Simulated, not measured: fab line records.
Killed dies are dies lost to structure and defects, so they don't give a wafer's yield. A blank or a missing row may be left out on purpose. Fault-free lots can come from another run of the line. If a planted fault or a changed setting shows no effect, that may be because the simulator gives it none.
Split-lot experiment ; flow rit-cmos ; 23 wafers read across 5 lots, on a route 202 steps long

THE SPLIT ITSELF
At RIT_REOX_OXIDATION_03 (target thk 25.2 nm, ox time 5580 s), the setting temp-c was moved away from the recipe's 900 C on 20 of the 23 wafers read, by +0.8% to +2.4%. All remaining wafers had this setting at the recipe value.

The file shows no step between the split and the reading.

THE READING
REOX_OXIDE_THK (nm), taken at RIT_REOX_THK_MEAS_04. Typical for fault-free wafers on this fab line: 25.0 nm, with standard deviation 0.5 nm.

wafer;tool, chamber at the split;temp-c as run, C;against the recipe;REOX_OXIDE_THK, nm;against lot-mates on the recipe
L077.1;-, -;921.9;+2.4%;30.3;no lot-mate on the recipe
L077.2;-, -;921.9;+2.4%;30.3;no lot-mate on the recipe
L077.3;-, -;921.9;+2.4%;30.4;no lot-mate on the recipe
L077.5;-, -;921.9;+2.4%;30.4;no lot-mate on the recipe
L077.6;-, -;921.9;+2.4%;30.5;no lot-mate on the recipe
L079.1;-, -;920.6;+2.3%;30.8;no lot-mate on the recipe
L079.2;-, -;920.6;+2.3%;30.7;no lot-mate on the recipe
L079.4;-, -;920.6;+2.3%;30.7;no lot-mate on the recipe
L079.5;-, -;920.6;+2.3%;30.6;no lot-mate on the recipe
L079.6;-, -;920.6;+2.3%;30.8;no lot-mate on the recipe
L082.1;-, -;906.9;+0.8%;27.1;no lot-mate on the recipe
L082.2;-, -;906.9;+0.8%;26.9;no lot-mate on the recipe
L082.3;-, -;906.9;+0.8%;27.0;no lot-mate on the recipe
L082.4;-, -;906.9;+0.8%;27.1;no lot-mate on the recipe
L082.5;-, -;906.9;+0.8%;26.8;no lot-mate on the recipe
L083.1;furnace-01, 0;900;recipe;25.0;-
L083.5;furnace-01, 0;900;recipe;24.8;-
L083.6;furnace-01, 0;900;recipe;24.9;-
L085.2;-, -;914.9;+1.7%;29.8;no lot-mate on the recipe
L085.3;-, -;914.9;+1.7%;30.2;no lot-mate on the recipe
L085.4;-, -;914.9;+1.7%;29.9;no lot-mate on the recipe
L085.5;-, -;914.9;+1.7%;30.0;no lot-mate on the recipe
L085.6;-, -;914.9;+1.7%;30.0;no lot-mate on the recipe

FIT RESULTS
A straight line over all 23 wafers: REOX_OXIDE_THK changes by +2.36 nm for each +1% of temp-c; r = +0.97; the points scatter about the line by 0.53 nm.
Too few moved wafers with a lot-mate on the recipe to fit a line net of each lot's own level.

THE WHOLE CHAIN: every reading that the file lists as answering this split, in the file's order
step;what it does;reading;change (the file's fit);r (the file's)
RIT_REOX_OXIDATION_03;target thk 25.2 nm, ox time 5580 s;SiO2_of_REOX_OXIDATION_03.thk-nm (the simulator's own value, which no gauge read);+2.37 nm for each +1% of the setting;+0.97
RIT_REOX_THK_MEAS_04;;REOX_OXIDE_THK;+2.37 for each +1% of the setting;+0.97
RIT_SPACER_CLEAN_00;cleans in SC1, time 600 s;SiO2_of_REOX_OXIDATION_03.thk-nm (the simulator's own value, which no gauge read);+2.18 nm for each +1% of the setting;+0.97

THE FILE'S OWN FIT
REOX_OXIDE_THK changes by +2.37 nm for each +1% of temp-c, r = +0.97.
